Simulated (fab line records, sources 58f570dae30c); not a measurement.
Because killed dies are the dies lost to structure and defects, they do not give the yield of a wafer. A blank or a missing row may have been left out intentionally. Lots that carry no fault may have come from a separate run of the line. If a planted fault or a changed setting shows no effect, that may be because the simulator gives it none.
fab line records	flow berkeleyCmos170
record lots=5	wafers=27
route steps=331 shown START@3 ZERO@12 ACTIVE@75 NLDD@163 SDANNEAL@205 PSD@206 NSD@207 PLDD@208 M1@238
startH: hours from the record's first day to the start of the lot's first wafer shown	waitH: hours from the lot's prior step to this one	" same as the row above	L1.1+2: a single row standing in for several wafers	- no value, or no start was given	* or withheld: withheld	< > ~ a bound
route shown NAME@n: a module of which the file shows steps, and the number in the route of the first	usual: the fault-free wafers' mean and standard deviation	same: alike in all rows	chamber/n: place in a boat	sites: per-site readings	_std_site: standard deviation of those values	_edge_site: outer sites' mean less inner sites'	radiusMm: how far each site lies from the wafer's centre	mask NAME#n: copy n	behind: tool/chamber where the wafer was last shaped	hold: the reason the lot was held/the length of the hold in hours/how it ended	device: the n, p or np transistor that did not switch	end of line: the same wafers' tests at the end of the route	a step without rows: its recipe alone	killed: count of dies lost to structure and defects at first sort (not the wafer's yield)	map: dies across one wafer; x = killed, . = not, _ = none there
set.NAME: the setting as run; set.NAME@STEP: as run at that earlier step	model.NAME: the simulator's own value behind a step, which no gauge read
lots where settings were altered on purpose, with a table for each step and a row for each wafer
## steps
# step UCB170_START_OXIDATION_02
# recipe tempC=950	ambient=O2	targetThkA=200	oxTimeS=1800
lot.wafer	tool	chamber	startH	waitH	set.oxTimeS	model.SiO2_of_START_OXIDATION_02.thkNm
L077.2	furnace-01	0	31.07	5.9	1800	19.97
L077.3	"	0	"	"	1800	20.3
L077.6	"	0	"	"	1800	20.4
L078.1	-	-	-	0.9	1800	19.83
L078.2	"	-	"	"	1800	20.27
L078.3	"	-	"	"	1800	20.01
L078.4	"	-	"	"	1800	19.79
L078.5	"	-	"	"	1800	20.12
L078.6	"	-	"	"	1800	19.68
L079.1	-	-	-	2.9	2713	25.98
L079.2	"	-	"	"	2713	25.64
L079.3	"	-	"	"	2713	25.78
L079.4	"	-	"	"	2713	25.82
L079.5	"	-	"	"	2713	25.89
L079.6	"	-	"	"	2713	26.04
L083.1	-	-	-	3.8	1059	14.07
L083.2	"	-	"	"	1059	14.02
L083.3	"	-	"	"	1059	13.72
L083.4	"	-	"	"	1059	13.95
L083.5	"	-	"	"	1059	13.99
L083.6	"	-	"	"	1059	14
L084.1	-	-	-	3.3	1082	14.46
L084.2	"	-	"	"	1082	14.78
L084.3+5	"	-	"	"	1082	14.62
L084.4	"	-	"	"	1082	14.66
L084.6	"	-	"	"	1082	14.69
# step UCB170_START_THK_MEAS_03
# recipe reads=SiO2_of_START_OXIDATION_02
# usual START_OXIDE_THK=20.0/0.33
lot.wafer	tool	chamber	startH	waitH	set.oxTimeS@START_OXIDATION_02	START_OXIDE_THK[nm]
L078.1	filmMetro-01	-	-	-	1800	19.8
L078.2	"	-	"	"	1800	20.3
L078.3	"	-	"	"	1800	20.0
L078.4	"	-	"	"	1800	19.8
L078.5	"	-	"	"	1800	20.1
L078.6	"	-	"	"	1800	19.6
L077.2	filmMetro-04	-	32.58	0.0	1800	20.0
L077.3	"	-	"	"	1800	20.3
L077.6	"	-	"	"	1800	20.4
L079.1	filmMetro-01	-	-	-	2713	25.9
L079.2	"	-	"	"	2713	25.7
L079.3	"	-	"	"	2713	25.8
L079.4	"	-	"	"	2713	25.8
L079.5	"	-	"	"	2713	25.9
L079.6	"	-	"	"	2713	26.0
L083.1	filmMetro-01	-	-	-	1059	14.1
L083.2	"	-	"	"	1059	14.1
L083.3	"	-	"	"	1059	13.7
L083.4	"	-	"	"	1059	13.9
L083.5	"	-	"	"	1059	14.0
L083.6	"	-	"	"	1059	14.0
L084.1	filmMetro-04	-	-	-	1082	14.5
L084.2	"	-	"	"	1082	14.7
L084.3	"	-	"	"	1082	14.6
L084.4	"	-	"	"	1082	14.7
L084.5	"	-	"	"	1082	14.6
L084.6	"	-	"	"	1082	14.7
# step UCB170_ZERO_ETCH_06
# recipe chemistry=CHF3/CF4/Ar	target=SiO2	timeS=12	pressureMtorr=100	rfW=500	CHF3_flow_sccm=50	cf4FlowSccm=10	Ar_flow_sccm=120	overEtchFrac=1.58
# usual oesProductAu=0.620/0.0082
lot.wafer	tool	chamber	startH	waitH	set.timeS	oesProductAu
L078.1	rieDiel-02	1	37.44	-	12	0.615
L078.2	"	3	"	"	12	0.616
L078.3	"	2	"	"	14.4	0.596
L078.4	"	2	"	"	14.4	0.588
L078.5	"	1	"	"	12	0.617
L078.6	"	3	"	"	14.4	0.582
L077.2	rieDiel-04	0	37.85	-	12	0.633
L077.3	"	1	"	"	12	0.606
L077.6	"	2	"	"	12	0.620
L079.1	rieDiel-02	3	46.08	-	16.06	0.578
L079.2	"	0	"	"	12	0.627
L079.3	"	1	"	"	12	0.620
L079.4	"	2	"	"	16.06	0.579
L079.5	"	0	"	"	16.06	0.578
L079.6	"	1	"	"	12	0.619
L083.1	rieDiel-02	1	66.90	-	4.864	0.971
L083.2	"	2	"	"	12	0.619
L083.3	"	2	"	"	4.864	0.983
L083.4	"	1	"	"	12	0.628
L083.5	"	1	"	"	4.864	0.971
L083.6	"	2	"	"	12	0.624
L084.1	rieDiel-01	1	68.96	-	12	0.609
L084.2	"	3	"	"	12	0.623
L084.3	"	2	"	"	12	0.618
L084.4	"	0	"	"	12	0.636
L084.5	"	0	"	"	12	0.632
L084.6	"	3	"	"	12	0.621
# step UCB170_ZERO_STRIP_07
# recipe chemistry=O2	powerW=400	pressureMtorr=3500	platenTempC=withheld	o2FlowSccm=400	overashFraction=0.5
# usual stripTimeToEndpointS=21.49/0.055
lot.wafer	tool	chamber	startH	waitH	set.timeS@ZERO_ETCH_06	stripTimeToEndpointS
L078.1	plasmaAsher-02	1	37.47	0.0	12	21.52
L078.2	"	0	"	"	12	21.51
L078.3	"	0	"	"	14.4	21.50
L078.4	"	1	"	"	14.4	21.47
L078.5	"	1	"	"	12	21.50
L078.6	"	0	"	"	14.4	21.47
L077.2	plasmaAsher-02	0	37.87	0.0	12	21.41
L077.3	"	0	"	"	12	21.47
L077.6	"	1	"	"	12	21.40
L079.1	plasmaAsher-04	1	46.10	0.0	16.06	21.42
L079.2	"	0	"	"	12	21.55
L079.3	"	1	"	"	12	21.49
L079.4	"	0	"	"	16.06	21.39
L079.5	"	1	"	"	16.06	21.36
L079.6	"	0	"	"	12	21.48
L083.1	plasmaAsher-04	0	66.94	0.0	4.864	21.69
L083.2	"	1	"	"	12	21.45
L083.3	"	0	"	"	4.864	21.73
L083.4	"	1	"	"	12	21.57
L083.5	"	0	"	"	4.864	21.67
L083.6	"	1	"	"	12	21.45
L084.1	plasmaAsher-02	1	68.98	0.0	12	21.48
L084.2	"	0	"	"	12	21.46
L084.3	"	0	"	"	12	21.51
L084.4	"	1	"	"	12	21.56
L084.5	"	1	"	"	12	21.52
L084.6	"	0	"	"	12	21.46
# step UCB170_ACTIVE_ETCH_15
# recipe chemistry=CH3F/Ar/O2	target=Si3N4	stopOn=SiO2	CH3F_flow_sccm=20	Ar_flow_sccm=50	O2_flow_sccm=7	pressureMtorr=50	rfW=450	targetDepthA=2420	overEtchFrac=0.1	timeS=151
lot.wafer	tool	chamber	startH	waitH	set.timeS	model.KrF_of_ACTIVE_COAT_08.thkNm	model.SiO2_of_ACTIVE_OXIDATION_02.thkNm
L077.2	rieDiel-03	2	103.64	0.0	151	730	22.15
L077.3	"	0	"	"	151	725.7	22.03
L077.6	"	1	"	"	151	725.9	21.75
L078.1	rieDiel-01	1	103.88	0.0	151	720.8	22.14
L078.2	"	3	"	"	195.6	673.4	10.42
L078.3	"	2	"	"	151	719.7	21.86
L078.4	"	2	"	"	195.6	669.9	9.854
L078.5	"	3	"	"	151	724.1	22.55
L078.6	"	1	"	"	195.6	675.1	10.52
L079.1	rieDiel-01	2	120.51	0.0	223.5	643.7	2.19
L079.2	"	3	"	"	151	727.6	22.25
L079.3	"	1	"	"	151	725.6	22.52
L079.4	"	0	"	"	151	724.5	22.45
L079.5	"	2	"	"	223.5	644.2	2.137
L079.6	"	1	"	"	223.5	651	3.272
L084.1	rieDiel-03	3	142.54	0.0	178.3	693.5	15.47
L084.2	"	2	"	"	151	725.2	22.66
L084.3	"	1	"	"	178.3	693.7	15.28
L084.4	"	0	"	"	151	723.4	22.7
L084.5	"	0	"	"	178.3	695.4	15.4
L084.6	"	1	"	"	151	724.8	22.7
L083.1	rieDiel-01	1	142.66	0.0	151	723.5	22.7
L083.2	"	2	"	"	151	723.3	21.49
L083.3	"	3	"	"	151	721.4	22.37
L083.4	"	2	"	"	212.3	657.4	5.175
L083.5	"	1	"	"	212.3	659.2	5.822
L083.6	"	3	"	"	212.3	651.7	4.985
# step UCB170_ACTIVE_STRIP_16
# recipe chemistry=O2	powerW=400	pressureMtorr=3500	platenTempC=withheld	o2FlowSccm=400	overashFraction=0.5
# usual stripTimeToEndpointS=18.07/0.066
lot.wafer	tool	chamber	startH	waitH	set.timeS@ACTIVE_ETCH_15	stripTimeToEndpointS
L077.2	plasmaAsher-01	1	103.74	0.1	151	18.21
L077.3	"	0	"	"	151	18.11
L077.6	"	1	"	"	151	18.11
L078.1	plasmaAsher-03	1	103.98	0.1	151	18.01
L078.2	"	0	"	"	195.6	16.85
L078.3	"	1	"	"	151	17.97
L078.4	"	0	"	"	195.6	16.77
L078.5	"	0	"	"	151	18.08
L078.6	"	1	"	"	195.6	16.91
L079.1	plasmaAsher-04	1	120.61	0.1	223.5	16.14
L079.2	"	0	"	"	151	18.15
L079.3	"	1	"	"	151	18.11
L079.4	"	0	"	"	151	18.10
L079.5	"	1	"	"	223.5	16.17
L079.6	"	0	"	"	223.5	16.33
L084.1	plasmaAsher-01	0	142.64	0.1	178.3	17.35
L084.2	"	1	"	"	151	18.11
L084.3	"	1	"	"	178.3	17.35
L084.4	"	0	"	"	151	18.05
L084.5	"	1	"	"	178.3	17.40
L084.6	"	0	"	"	151	18.08
L083.1	plasmaAsher-03	1	142.76	0.1	151	18.06
L083.2	"	0	"	"	151	18.07
L083.3	"	1	"	"	151	18.02
L083.4	"	0	"	"	212.3	16.48
L083.5	"	0	"	"	212.3	16.54
L083.6	"	1	"	"	212.3	16.34
# step UCB170_NLDD_DEVELOP_05
# recipe developer=TMAH	developTimeS=45	resist=KrF	devTempC=21
lot.wafer	tool	chamber	startH	waitH	set.developTimeS
L078.1+3+4	lithoTrack-04	0	-	-	45
L078.2+5+6	"	0	"	"	36.2
L077.2+3+6	lithoTrack-04	0	-	-	45
L079.1+3+4	lithoTrack-01	0	-	-	45
L079.2+5+6	"	0	"	"	61.78
L084.1+2+5	lithoTrack-01	0	-	-	45
L084.3+4+6	"	0	"	"	32.32
L083.1+2+3+4+5+6	lithoTrack-01	0	-	-	45
# step UCB170_NLDD_CD_MEAS_06
# recipe targetCdNm=1200
# usual cdNm=1199.6/1.1
lot.wafer	tool	chamber	startH	waitH	set.developTimeS@NLDD_DEVELOP_05	cdNm
L078.1	cdSem-02	-	190.71	-	45	1199.7
L078.2	"	-	"	"	36.2	1197.9
L078.3	"	-	"	"	45	1199.3
L078.4	"	-	"	"	45	1200.0
L078.5	"	-	"	"	36.2	1197.4
L078.6	"	-	"	"	36.2	1199.0
L077.2	cdSem-02	-	191.41	-	45	1200.6
L077.3	"	-	"	"	45	1200.3
L077.6	"	-	"	"	45	1200.1
L079.1	cdSem-01	-	191.80	-	45	1200.2
L079.2	"	-	"	"	61.78	1202.6
L079.3	"	-	"	"	45	1199.7
L079.4	"	-	"	"	45	1199.9
L079.5	"	-	"	"	61.78	1202.3
L079.6	"	-	"	"	61.78	1201.6
L084.1	cdSem-02	-	203.06	-	45	1201.0
L084.2	"	-	"	"	45	1201.4
L084.3	"	-	"	"	32.32	1199.4
L084.4	"	-	"	"	32.32	1197.8
L084.5	"	-	"	"	45	1200.8
L084.6	"	-	"	"	32.32	1198.7
L083.1	cdSem-01	-	203.38	-	45	1198.6
L083.2	"	-	"	"	45	1197.4
L083.3	"	-	"	"	45	1198.6
L083.4	"	-	"	"	45	1197.6
L083.5	"	-	"	"	45	1197.6
L083.6	"	-	"	"	45	1198.2
# step UCB170_SDANNEAL_RTA_01
# recipe tempC=1050	timeS=5	ambient=N2
lot.wafer	tool	chamber	startH	waitH	set.timeS
L078.1+2+3+4+5+6	rtpAnneal-02	0	202.23	0.1	5
L079.1+3+6	rtpAnneal-02	0	202.68	0.1	6.482
L079.2+4+5	"	0	"	"	5
L077.2+3+6	rtpAnneal-01	0	203.37	0.1	5
L084.1+2+4	rtpAnneal-01	0	217.93	0.1	5
L084.3+5+6	"	0	"	"	7.922
L083.1+2+3+4+5+6	rtpAnneal-02	0	218.12	0.1	5
# step UCB170_SDANNEAL_RS_MEAS_02
# recipe thkMeasGauge=four-point-probe
# usual PSD_RS=75.56/0.29
lot.wafer	tool	chamber	startH	waitH	set.timeS@SDANNEAL_RTA_01	PSD_RS[ohm/sq]
L078.1	filmMetro-04	-	202.29	0.0	5	75.86
L078.2	"	-	"	"	5	75.59
L078.3	"	-	"	"	5	75.79
L078.4	"	-	"	"	5	75.94
L078.5	"	-	"	"	5	75.77
L078.6	"	-	"	"	5	75.64
L079.1	filmMetro-04	-	202.77	0.1	6.482	71.56
L079.2	"	-	"	"	5	75.27
L079.3	"	-	"	"	6.482	70.97
L079.4	"	-	"	"	5	75.51
L079.5	"	-	"	"	5	75.14
L079.6	"	-	"	"	6.482	71.48
L077.2	filmMetro-04	-	203.57	0.2	5	75.51
L077.3	"	-	"	"	5	75.46
L077.6	"	-	"	"	5	75.18
L084.1	filmMetro-02	-	217.99	0.0	5	75.61
L084.2	"	-	"	"	5	75.66
L084.3	"	-	"	"	7.922	69.27
L084.4	"	-	"	"	5	76.17
L084.5	"	-	"	"	7.922	68.89
L084.6	"	-	"	"	7.922	68.86
L083.1	filmMetro-01	-	218.18	0.0	5	75.79
L083.2	"	-	"	"	5	75.73
L083.3	"	-	"	"	5	75.72
L083.4	"	-	"	"	5	75.77
L083.5	"	-	"	"	5	75.72
L083.6	"	-	"	"	5	75.59
# step UCB170_SDANNEAL_RS_MEAS_03
# recipe thkMeasGauge=four-point-probe
# usual NSD_RS=37.25/0.11
lot.wafer	tool	chamber	startH	waitH	set.timeS@SDANNEAL_RTA_01	NSD_RS[ohm/sq]
L078.1	filmMetro-04	-	202.41	0.1	5	37.11
L078.2	"	-	"	"	5	37.19
L078.3	"	-	"	"	5	37.18
L078.4	"	-	"	"	5	37.24
L078.5	"	-	"	"	5	37.14
L078.6	"	-	"	"	5	37.25
L079.1	filmMetro-04	-	202.89	0.1	6.482	36.53
L079.2	"	-	"	"	5	37.28
L079.3	"	-	"	"	6.482	36.50
L079.4	"	-	"	"	5	37.36
L079.5	"	-	"	"	5	37.27
L079.6	"	-	"	"	6.482	36.45
L077.2	filmMetro-04	-	203.69	0.1	5	37.24
L077.3	"	-	"	"	5	37.24
L077.6	"	-	"	"	5	37.16
L084.1	filmMetro-02	-	218.11	0.1	5	37.43
L084.2	"	-	"	"	5	37.38
L084.3	"	-	"	"	7.922	36.05
L084.4	"	-	"	"	5	37.50
L084.5	"	-	"	"	7.922	36.03
L084.6	"	-	"	"	7.922	35.99
L083.1	filmMetro-01	-	218.30	0.1	5	37.14
L083.2	"	-	"	"	5	37.21
L083.3	"	-	"	"	5	37.13
L083.4	"	-	"	"	5	37.05
L083.5	"	-	"	"	5	37.17
L083.6	"	-	"	"	5	37.16
# step UCB170_SDANNEAL_RS_MEAS_04
# recipe thkMeasGauge=four-point-probe
# usual PLDD_RS=1031.7/2.7
lot.wafer	tool	chamber	startH	waitH	set.timeS@SDANNEAL_RTA_01	PLDD_RS[ohm/sq]
L078.1	filmMetro-04	-	202.53	0.1	5	1031.8
L078.2	"	-	"	"	5	1029.2
L078.3	"	-	"	"	5	1028.8
L078.4	"	-	"	"	5	1026.4
L078.5	"	-	"	"	5	1029.2
L078.6	"	-	"	"	5	1030.0
L079.1	filmMetro-04	-	203.01	0.1	6.482	1029.0
L079.2	"	-	"	"	5	1034.0
L079.3	"	-	"	"	6.482	1027.8
L079.4	"	-	"	"	5	1032.9
L079.5	"	-	"	"	5	1033.4
L079.6	"	-	"	"	6.482	1025.6
L077.2	filmMetro-04	-	203.81	0.1	5	1028.1
L077.3	"	-	"	"	5	1028.7
L077.6	"	-	"	"	5	1028.6
L084.1	filmMetro-02	-	218.23	0.1	5	1036.8
L084.2	"	-	"	"	5	1031.9
L084.3	"	-	"	"	7.922	1020.5
L084.4	"	-	"	"	5	1032.4
L084.5	"	-	"	"	7.922	1021.9
L084.6	"	-	"	"	7.922	1020.4
L083.1	filmMetro-01	-	218.42	0.1	5	1029.0
L083.2	"	-	"	"	5	1032.4
L083.3	"	-	"	"	5	1030.6
L083.4	"	-	"	"	5	1030.0
L083.5	"	-	"	"	5	1029.7
L083.6	"	-	"	"	5	1028.5
# step UCB170_M1_SPUTTER_00
# recipe material=Al	targetThkNm=600	timeS=80	powerW=6000	chamberPressurePa=0.5
lot.wafer	tool	chamber	startH	waitH	set.timeS	model.Al_of_M1_SPUTTER_00.thkNm
L078.1	pvdSputter-02	-	208.21	0.0	113.5	846.9
L078.2	"	-	"	"	80	595
L078.3	"	-	"	"	80	604.8
L078.4	"	-	"	"	80	584.3
L078.5	"	-	"	"	113.5	842.9
L078.6	"	-	"	"	113.5	857.6
L079.1	pvdSputter-03	-	209.26	0.0	80	609.6
L079.2	"	-	"	"	80	609.1
L079.3	"	-	"	"	124.2	940.3
L079.4	"	-	"	"	124.2	934.5
L079.5	"	-	"	"	80	609.8
L079.6	"	-	"	"	124.2	938.3
L077.2	pvdSputter-02	-	209.66	0.0	80	615.2
L077.3	"	-	"	"	80	609.6
L077.6	"	-	"	"	80	608.1
L084.1	pvdSputter-02	-	223.71	0.0	57.24	427.5
L084.2	"	-	"	"	57.24	416.7
L084.3	"	-	"	"	57.24	430.9
L084.4	"	-	"	"	80	594.2
L084.5	"	-	"	"	80	603.3
L084.6	"	-	"	"	80	590.2
L083.1	pvdSputter-03	-	224.25	0.0	80	602.9
L083.2	"	-	"	"	80	607.7
L083.3	"	-	"	"	80	600.6
L083.4	"	-	"	"	80	599.2
L083.5	"	-	"	"	80	601.3
L083.6	"	-	"	"	80	601.1
# step UCB170_M1_RS_MEAS_01
# recipe thkMeasGauge=four-point-probe	reads=Al_of_M1_SPUTTER_00
# usual M1_AL_RS=0.0485/0.00053
lot.wafer	tool	chamber	startH	waitH	set.timeS@M1_SPUTTER_00	M1_AL_RS[ohm/sq]
L078.1	filmMetro-01	-	208.27	0.0	113.5	0.0343
L078.2	"	-	"	"	80	0.0489
L078.3	"	-	"	"	80	0.0482
L078.4	"	-	"	"	80	0.0498
L078.5	"	-	"	"	113.5	0.0344
L078.6	"	-	"	"	113.5	0.0338
L079.1	filmMetro-04	-	209.33	0.0	80	0.0477
L079.2	"	-	"	"	80	0.0477
L079.3	"	-	"	"	124.2	0.0308
L079.4	"	-	"	"	124.2	0.0309
L079.5	"	-	"	"	80	0.0477
L079.6	"	-	"	"	124.2	0.0308
L077.2	filmMetro-02	-	209.75	0.1	80	0.0473
L077.3	"	-	"	"	80	0.0478
L077.6	"	-	"	"	80	0.0479
L084.1	filmMetro-02	-	223.78	0.0	57.24	0.0688
L084.2	"	-	"	"	57.24	0.0704
L084.3	"	-	"	"	57.24	0.0682
L084.4	"	-	"	"	80	0.0492
L084.5	"	-	"	"	80	0.0484
L084.6	"	-	"	"	80	0.0495
L083.1	filmMetro-04	-	224.32	0.0	80	0.0482
L083.2	"	-	"	"	80	0.0478
L083.3	"	-	"	"	80	0.0484
L083.4	"	-	"	"	80	0.0486
L083.5	"	-	"	"	80	0.0483
L083.6	"	-	"	"	80	0.0485
# step UCB170_M1_THK_MEAS_02
# recipe thkMeasGauge=xrf	reads=Al_of_M1_SPUTTER_00
# usual M1_AL_THK=583/7.4
lot.wafer	tool	chamber	startH	waitH	set.timeS@M1_SPUTTER_00	M1_AL_THK[nm]
L078.1	filmMetro-01	-	208.39	0.1	113.5	823
L078.2	"	-	"	"	80	577
L078.3	"	-	"	"	80	587
L078.4	"	-	"	"	80	566
L078.5	"	-	"	"	113.5	823
L078.6	"	-	"	"	113.5	829
L079.1	filmMetro-04	-	209.45	0.1	80	594
L079.2	"	-	"	"	80	591
L079.3	"	-	"	"	124.2	907
L079.4	"	-	"	"	124.2	901
L079.5	"	-	"	"	80	592
L079.6	"	-	"	"	124.2	915
L077.2	filmMetro-02	-	209.86	0.1	80	598
L077.3	"	-	"	"	80	594
L077.6	"	-	"	"	80	588
L084.1	filmMetro-02	-	223.90	0.1	57.24	412
L084.2	"	-	"	"	57.24	401
L084.3	"	-	"	"	57.24	415
L084.4	"	-	"	"	80	572
L084.5	"	-	"	"	80	583
L084.6	"	-	"	"	80	568
L083.1	filmMetro-04	-	224.44	0.1	80	583
L083.2	"	-	"	"	80	591
L083.3	"	-	"	"	80	581
L083.4	"	-	"	"	80	583
L083.5	"	-	"	"	80	581
L083.6	"	-	"	"	80	585
## key
split step=UCB170_START_OXIDATION_02	setting=oxTimeS	stated=1800	by=lot
response step=UCB170_START_OXIDATION_02	reading=model.SiO2_of_START_OXIDATION_02.thkNm	change=+0.128	per=1%	r=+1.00
response step=UCB170_START_THK_MEAS_03	reading=START_OXIDE_THK	change=+0.128	per=1%	r=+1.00
split step=UCB170_ZERO_ETCH_06	setting=timeS	stated=12	by=wafer
response step=UCB170_ZERO_ETCH_06	reading=oesProductAu	change=-0.0045	per=1%	r=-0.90
response step=UCB170_ZERO_STRIP_07	reading=stripTimeToEndpointS	change=*	per=1%	r=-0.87
split step=UCB170_ACTIVE_ETCH_15	setting=timeS	stated=151	by=wafer
response step=UCB170_ACTIVE_ETCH_15	reading=model.KrF_of_ACTIVE_COAT_08.thkNm	change=-1.65	per=1%	r=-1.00
response step=UCB170_ACTIVE_ETCH_15	reading=model.SiO2_of_ACTIVE_OXIDATION_02.thkNm	change=-0.412	per=1%	r=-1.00
response step=UCB170_ACTIVE_STRIP_16	reading=stripTimeToEndpointS	change=*	per=1%	r=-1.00
split step=UCB170_NLDD_DEVELOP_05	setting=developTimeS	stated=45	by=wafer
response step=UCB170_NLDD_CD_MEAS_06	reading=cdNm	change=+0.0717	per=1%	r=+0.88
split step=UCB170_SDANNEAL_RTA_01	setting=timeS	stated=5	by=wafer
response step=UCB170_SDANNEAL_RS_MEAS_02	reading=PSD_RS	change=-0.12	per=1%	r=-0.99
response step=UCB170_SDANNEAL_RS_MEAS_03	reading=NSD_RS	change=-0.0249	per=1%	r=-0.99
response step=UCB170_SDANNEAL_RS_MEAS_04	reading=PLDD_RS	change=-0.215	per=1%	r=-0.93
split step=UCB170_M1_SPUTTER_00	setting=timeS	stated=80	by=wafer
response step=UCB170_M1_SPUTTER_00	reading=model.Al_of_M1_SPUTTER_00.thkNm	change=+5.99	per=1%	r=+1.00
response step=UCB170_M1_RS_MEAS_01	reading=M1_AL_RS	shape=bent	atLowest=0.0691	atStated=0.0483	atHighest=0.0308
response step=UCB170_M1_THK_MEAS_02	reading=M1_AL_THK	change=+5.79	per=1%	r=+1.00
